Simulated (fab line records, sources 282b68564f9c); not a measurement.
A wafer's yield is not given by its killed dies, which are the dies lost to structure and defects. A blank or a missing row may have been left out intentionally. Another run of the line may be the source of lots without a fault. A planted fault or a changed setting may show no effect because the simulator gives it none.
fab line records | flow rit-cmos
record: lots: 13 wafers: 39 last-day: 7
route steps=202 shown PWELL@49 PRETRO@67 PLDD@124 SILICIDE@167 M1@202
lots untouched by any fault: they come from a run of this same line in which no faults occurred
start-h: start of the lot's first displayed wafer, in hours after the record's first day | wait-h: how many hours have passed since the lot's step before this one | " same as the row above | L1.1+2: a single row standing in for several wafers | - either no value or no given start | * or withheld: withheld | < > ~ a bound
route shown NAME@n: NAME is a module with steps in the file, n the number in the route of the first one | usual: average and standard deviation across the fault-free wafers | same: alike in all rows | chamber/n: place in a boat | sites: each site's reading | _std_site: standard deviation across them | _edge_site: inner sites' mean taken away from outer sites' mean | radius-mm: how far each site lies from the wafer's centre | mask NAME#n: copy n | behind: tool/chamber where the wafer was last shaped | hold: why the lot went on hold/how many hours it stayed there/how the hold came to an end | device: whichever transistor did not switch (one of n, p or np) | end of line: the same wafers' tests at the end of the route | where a step has no rows: the recipe by itself | killed: count of dies lost to structure and defects at first sort (not the wafer's yield) | map: shows each die of a wafer: x if killed, . if not, _ if none is there
set.NAME: the run value of the setting; set.NAME@STEP: its run value at that earlier step | model.NAME: the simulator's own value behind a step, which no gauge read
route steps across a sampled set of lots; one table per step, one row per wafer
services: the hour from which a tool's chamber was out of use, counted from the record's first day as start-h (under 0 if before that day), plus the number of hours and why
== steps ==
step: RIT_PWELL_TW_MEAS_10
usual: PWELL_TW: 957/15
columns lot.wafer tool chamber start-h wait-h PWELL_TW
L348.2 film-metro-01 - 24.81 0.1 941
L348.3 " - " " 943
L348.4 " - " " 941
L349.1 film-metro-02 - 27.65 0.1 971
L349.2 " - " " 972
L349.5 " - " " 979
L352.2 film-metro-03 - 43.22 0.1 953
L352.4 " - " " 948
L352.5 " - " " 955
L353.2 film-metro-02 - 49.80 0.1 977
L353.5 " - " " 981
L353.6 " - " " 979
L356.1 film-metro-03 - 62.59 0.1 950
L356.2 " - " " 951
L356.5 " - " " 950
L357.1 film-metro-02 - 68.32 0.1 971
L357.4 " - " " 971
L357.6 " - " " 972
L358.1 film-metro-02 - 73.28 0.1 980
L358.3 " - " " 977
L358.6 " - " " 979
L359.1 film-metro-02 - 77.48 0.1 983
L359.2 " - " " 978
L359.5 " - " " 981
L361.4 film-metro-01 - 88.29 0.1 938
L361.5 " - " " 939
L361.6 " - " " 939
L366.2 film-metro-03 - 117.87 0.1 949
L366.3 " - " " 957
L366.5 " - " " 946
L369.1 film-metro-02 - 128.78 0.1 981
L369.5 " - " " 979
L369.6 " - " " 975
L370.2 film-metro-01 - 132.74 0.1 945
L370.5 " - " " 939
L370.6 " - " " 933
L371.1 film-metro-03 - 137.65 0.1 960
L371.2 " - " " 958
L371.3 " - " " 954
step: RIT_PRETRO_EXPOSE_03
recipe: mask-id: M5 na: 0.57 target-cd-nm: 43700 dose-mj: 250
columns lot.wafer tool chamber start-h wait-h mask
L348.2+3+4 iline-stepper-01 0 32.33 0.1 M5#0
L349.1+2+5 iline-stepper-02 0 35.28 0.2 M5#0
L352.2+4+5 iline-stepper-01 0 50.99 0.2 M5#0
L353.2+5+6 iline-stepper-02 0 57.44 0.2 M5#0
L356.1+2+5 iline-stepper-02 0 70.10 0.2 M5#0
L357.1+4+6 iline-stepper-01 0 76.05 0.2 M5_R1#0
L358.1+3+6 iline-stepper-01 0 80.69 0.1 M5#0
L359.1+2+5 iline-stepper-01 0 85.78 0.1 M5#0
L361.4+5+6 iline-stepper-02 0 95.81 0.1 M5#0
L366.2+3+5 iline-stepper-02 0 125.51 0.2 M5#0
L369.1+5+6 iline-stepper-02 0 136.29 0.1 M5#0
L370.2+5+6 iline-stepper-01 0 141.28 0.2 M5#0
L371.1+2+3 iline-stepper-01 0 145.52 0.1 M5#0
step: RIT_PLDD_TW_MEAS_10
usual: PLDD_TW: 2371/24
columns lot.wafer tool chamber start-h wait-h PLDD_TW
L348.2 film-metro-04 - 44.44 0.1 2362
L348.3 " - " " 2359
L348.4 " - " " 2360
L349.1 film-metro-03 - 49.45 0.1 2359
L349.2 " - " " 2340
L349.5 " - " " 2338
L352.2 film-metro-02 - 64.46 0.1 2401
L352.4 " - " " 2407
L352.5 " - " " 2407
L353.2 film-metro-03 - 71.77 0.1 2341
L353.5 " - " " 2331
L353.6 " - " " 2338
L356.1 film-metro-02 - 83.46 0.1 2402
L356.2 " - " " 2414
L356.5 " - " " 2389
L357.1 film-metro-04 - 94.35 0.1 2342
L357.4 " - " " 2349
L357.6 " - " " 2342
L358.1 film-metro-02 - 94.75 0.1 2408
L358.3 " - " " 2409
L358.6 " - " " 2402
L359.1 film-metro-04 - 99.40 0.1 2349
L359.2 " - " " 2344
L359.5 " - " " 2356
L361.4 film-metro-04 - 110.42 0.1 2361
L361.5 " - " " 2352
L361.6 " - " " 2352
L366.2 film-metro-04 - 139.28 0.1 2375
L366.3 " - " " 2365
L366.5 " - " " 2370
L369.1 film-metro-02 - 149.01 0.1 2379
L369.5 " - " " 2384
L369.6 " - " " 2386
L370.2 film-metro-03 - 153.38 0.1 2353
L370.5 " - " " 2358
L370.6 " - " " 2360
L371.1 film-metro-02 - 158.95 0.1 2382
L371.2 " - " " 2390
L371.3 " - " " 2393
step: RIT_SILICIDE_RTA_06
recipe: temp-c: 750 time-s: 10 idle-temp-c: 25 ramp-up-s: 5 ramp-down-s: 10 cool-to-c: 25 ambient: N2
usual: anneal-temp-c-max: 754.0/1.6 wafer_temp_C_max: 754.0/0.88
columns lot.wafer tool chamber start-h wait-h anneal-temp-c-max wafer_temp_C_max
L348.2 rtp-anneal-02 0 51.48 0.0 752.1 753.3
L348.3 " 0 " " 752.6 753.4
L348.4 " 0 " " 752.3 754.2
L349.1 rtp-anneal-01 0 56.38 0.0 756.5 755.2
L349.2 " 0 " " 753.2 754.4
L349.5 " 0 " " 754.5 754.0
L352.2 rtp-anneal-02 0 71.49 0.0 753.8 752.7
L352.4 " 0 " " 752.1 753.1
L352.5 " 0 " " 753.0 752.5
L353.2 rtp-anneal-01 0 78.84 0.0 755.4 754.3
L353.5 " 0 " " 756.5 754.5
L353.6 " 0 " " 755.1 753.2
L356.1 rtp-anneal-02 0 91.48 0.0 752.4 753.8
L356.2 " 0 " " 753.0 753.3
L356.5 " 0 " " 753.4 753.5
L357.1 rtp-anneal-01 0 101.29 0.0 754.8 753.6
L357.4 " 0 " " 754.9 754.0
L357.6 " 0 " " 756.2 754.1
L358.1 rtp-anneal-02 0 103.08 0.0 753.4 752.6
L358.3 " 0 " " 752.7 752.2
L358.6 " 0 " " 753.0 753.8
L359.1 rtp-anneal-01 0 106.46 0.0 755.9 754.7
L359.2 " 0 " " 755.7 753.6
L359.5 " 0 " " 755.2 754.6
L361.4 rtp-anneal-01 0 117.88 0.0 754.4 755.2
L361.5 " 0 " " 756.2 754.9
L361.6 " 0 " " 756.3 754.8
L366.2 rtp-anneal-02 0 146.59 0.0 751.8 752.3
L366.3 " 0 " " 752.7 753.4
L366.5 " 0 " " 752.6 753.9
L369.1 rtp-anneal-01 0 155.80 0.0 754.7 754.3
L369.5 " 0 " " 754.9 754.5
L369.6 " 0 " " 755.3 755.7
L370.2 rtp-anneal-02 0 160.45 0.0 753.5 753.8
L370.5 " 0 " " 752.0 754.1
L370.6 " 0 " " 752.2 754.1
L371.1 rtp-anneal-01 0 166.38 0.0 756.6 753.6
L371.2 " 0 " " 755.7 754.6
L371.3 " 0 " " 755.3 755.0
step: RIT_M1_PROBE_99
usual: killed-at-contacts: 0.1/0.24 killed-at-front-end: 7/3.1 killed-dies: 7/3.1 killed-open: 3.6/2.1 killed-short: 3.2/2
same: gross-dies: 264 killed_at_M0_to_M3: 0 killed_at_M4_up: 0 killed-at-back-side: 0 killed-at-other: 0
columns lot.wafer tool chamber start-h wait-h killed-at-contacts killed-at-front-end killed-dies killed-open killed-short
L366.2 prober-02 - 153.07 0.1 0 9 9 5 4
L366.3 prober-02 - 153.12 0.2 0 9 9 2 7
L366.5 prober-02 - 153.22 0.2 0 6 6 3 3
killed by level:class
L366.2 SPACER:geometric-particle:open=3 GATE:geometric-particle:short=2 REOX:geometric-particle:short=2 FOX1:geometric-particle:open=1 REOX:geometric-particle:open=1
L366.3 REOX:geometric-particle:short=5 FOX2:geometric-particle:open=1 GATE:geometric-particle:short=1 GATE:geometric-particle:open=1 SPACER:geometric-particle:short=1
L366.5 FOX1:geometric-particle:short=2 FOX1:geometric-particle:open=1 REOX:geometric-particle:open=1 REOX:geometric-particle:short=1 SILICIDE:geometric-particle:open=1
== services ==
columns tool chamber start-h hours kind
iline-stepper-02 - 9.16 1.0 repair
iline-stepper-01 - 130.32 1.7 pm
iline-stepper-02 - 139.24 1.7 pm
== key ==
first-sign: step: RIT_PRETRO_EXPOSE_03 reading: mask direction: changed
effect none on later readings
met-at RIT_PRETRO_EXPOSE_03
struck-lots L357
tester-left-out L357
not-acting-at RIT_PWELL_TW_MEAS_10,RIT_PLDD_TW_MEAS_10,RIT_SILICIDE_RTA_06
onset-between 50.99 76.05
fault: kind: wrong-mask tool: any chamber: - onset-h: 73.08 steps: RIT_PRETRO_EXPOSE_03 aux-copy: M5_R1#0 cd-offset-nm: -350 scope: struck-lots-only
tester-left-out: of these lots the tester's yield and bins aren't shown, on N5 and GAA mostly nor the transistor test; their killed dies are dies lost to structure and defects alone, not to doping, threshold or leakage, so they don't give the yield
